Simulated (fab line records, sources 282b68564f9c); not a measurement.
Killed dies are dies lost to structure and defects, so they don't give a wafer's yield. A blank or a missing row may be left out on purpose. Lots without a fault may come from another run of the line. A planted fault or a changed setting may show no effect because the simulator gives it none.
A struck lot beside a sound one | flow rit_cmos | 30 steps out of a route of 202
Sound: wafers L427.1, L427.2, L427.6. Struck: wafers L441.1, L441.2, L441.4. The cause comes at the end.
At each step with rows: each side's tool, then ch and its chambers, then its first start. Under that, the readings that differ: sound wafers | struck wafers | difference of the means | sigmas: that difference in standard deviations of wafers without a fault.
alike: readings whose means differ by less than 2 such deviations, and words and numbers that are the same on both sides. not compared: withheld readings, readings that some wafer has no value for, bounds like >300 that may hide the same value, and numbers for which the record gives no deviation and whose values overlap.
The two part at a step that has a row with sigmas, a row that says differs or no value, or rows on one side only. Numbers that don't overlap but have no deviation are shown without sigmas and don't part them. A reading that every wafer of one side lacks parts them only if that side has two wafers or more.

RIT_FOX2_THK_MEAS_01:
  sound on film_metro-03, day 2 19:20; struck on film_metro-01, day 5 20:11
  alike: FOX2_OXIDE_THK
then, 2 steps without rows for these wafers: RIT_FOX2_CLEAN_02 (cleans in dHF, time 180 s); RIT_FOX2_WET_ETCH_03 (etches Si3N4 in H3PO4, target depth 195 nm, time 2700 s).
RIT_FOX2_THK_MEAS_90:
  sound on film_metro-01, day 2 20:17; struck on film_metro-01, day 5 21:13
  alike: FIELD_OXIDE_LEFT_1_THK
then, 6 steps without rows for these wafers: RIT_NWELL_HMDS_00 (prime time 60 s); RIT_NWELL_COAT_01 (resist thk 1300 nm); RIT_NWELL_SOFTBAKE_02 (time 60 s); RIT_NWELL_EXPOSE_03 (exposes mask M2, target cd 43900 nm); RIT_NWELL_PEB_04; RIT_NWELL_DEVELOP_05 (develop time 68 s).
RIT_NWELL_OVL_MEAS_06:
  sound on overlay-01, day 2 21:21; struck on overlay-01, day 5 22:09
  alike: NWELL_OVL
then, 1 step without rows for these wafers: RIT_NWELL_HARDBAKE_07 (time 120 s).
RIT_NWELL_IMPLANT_08:
  sound on implanter-03 ch 0, day 2 21:38; struck on implanter-02 ch 0, day 5 22:26
  reading            | sound                         | struck                        | difference | sigmas
  dose_ions_cm2      | 5.005e+13 5.009e+13 5.006e+13 | 3.622e+13 3.622e+13 3.618e+13 | -1.386e+13 | -99 or more
  faraday_current_uA | 157 156 156                   | 116 115 118                   | -40        | -13
RIT_NWELL_STRIP_09: strips in O2, time 180 s.
  sound on plasma_asher-01 ch 0,1, day 2 21:47; struck on plasma_asher-01 ch 0,1, day 5 22:35
  alike: drypump_motor_current_A
  not compared: rf_hours_counter_h
RIT_NWELL_TW_MEAS_10:
  sound on film_metro-02, day 2 21:58; struck on film_metro-02, day 5 22:46
  reading  | sound          | struck         | difference | sigmas
  NWELL_TW | 2129 2131 2114 | 1904 1909 1898 | -221       | -9
then, 6 steps without rows for these wafers: RIT_PWELL_HMDS_00 (prime time 60 s); RIT_PWELL_COAT_01 (resist thk 1300 nm); RIT_PWELL_SOFTBAKE_02 (time 60 s); RIT_PWELL_EXPOSE_03 (exposes mask M3, target cd 43700 nm); RIT_PWELL_PEB_04; RIT_PWELL_DEVELOP_05 (develop time 68 s).
RIT_PWELL_OVL_MEAS_06:
  sound on overlay-01, day 2 22:55; struck on overlay-02, day 5 23:49
  alike: PWELL_OVL
then, 2 steps without rows for these wafers: RIT_PWELL_HARDBAKE_07 (time 120 s); RIT_PWELL_IMPLANT_08.
RIT_PWELL_STRIP_09: strips in O2, time 180 s.
  sound on plasma_asher-02 ch 0,1, day 2 23:22; struck on plasma_asher-04 ch 0,1, day 6 00:16
  alike: drypump_motor_current_A
  not compared: rf_hours_counter_h
RIT_PWELL_TW_MEAS_10:
  sound on film_metro-04, day 2 23:32; struck on film_metro-04, day 6 00:26
  alike: PWELL_TW
then, 1 step without rows for these wafers: RIT_WELLDRIVE_ANNEAL_00 (time 14700 s).
RIT_WELLDRIVE_RS_MEAS_01: measures by four-point-probe.
  sound on film_metro-02, day 3 05:01; struck on film_metro-04, day 6 05:35
  reading           | sound             | struck            | difference | sigmas
  NWELL_RS (ohm/sq) | 275.1 276.0 275.2 | 335.9 335.5 334.8 | +60.0      | +78
RIT_WELLDRIVE_RS_MEAS_02: measures by four-point-probe.
  sound on film_metro-02, day 3 05:08; struck on film_metro-04, day 6 05:42
  alike: PWELL_RS
RIT_M1_PROBE_99:
  sound on prober-01, day 4 11:40; struck on prober-02, day 7 12:34
  reading                                 | sound             | struck            | difference | sigmas
  model.etest.pmos_0p3.r_on_ohm_um        | 6259 6296 6199    | 6067 6003 6123    | -187       |
  model.etest.nwell_pinched.rs_ohm_sq     | 341.4 335.5 341.6 | 416.9 422.2 419.5 | +80.0      |
  model.etest.well_edge_left.line_ohm_um  | 182.3 181.4 184.1 | 233.8 228.3 232.5 | +48.9      |
  model.etest.well_edge_right.line_ohm_um | 182.2 183.1 181.6 | 230.6 225.3 228.3 | +45.8      |
  model.etest.pmos_0p3.drive_ua_um        | 101.5 101.5 101   | 109.9 109.8 109.3 | +8.3       |
  alike: killed_at_contacts, killed_at_front_end, killed_dies, killed_on_rim, killed_open, killed_short
  not compared: model.etest.pmos_0p15.drive_ua_um, model.etest.pmos_turned.drive_ua_um, model.etest.pmos_narrow.drive_ua_um

WHERE THEY PART
First at RIT_NWELL_IMPLANT_08; last, within this record, at RIT_WELLDRIVE_RS_MEAS_01. Later steps at which nothing parts them and some readings are alike: RIT_WELLDRIVE_RS_MEAS_02, RIT_M1_PROBE_99.

WHY: what the simulator had put in
Process parameter drift: implanter-02, from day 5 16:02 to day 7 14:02, at RIT_NWELL_IMPLANT_08. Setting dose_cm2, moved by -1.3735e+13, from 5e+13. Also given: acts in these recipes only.
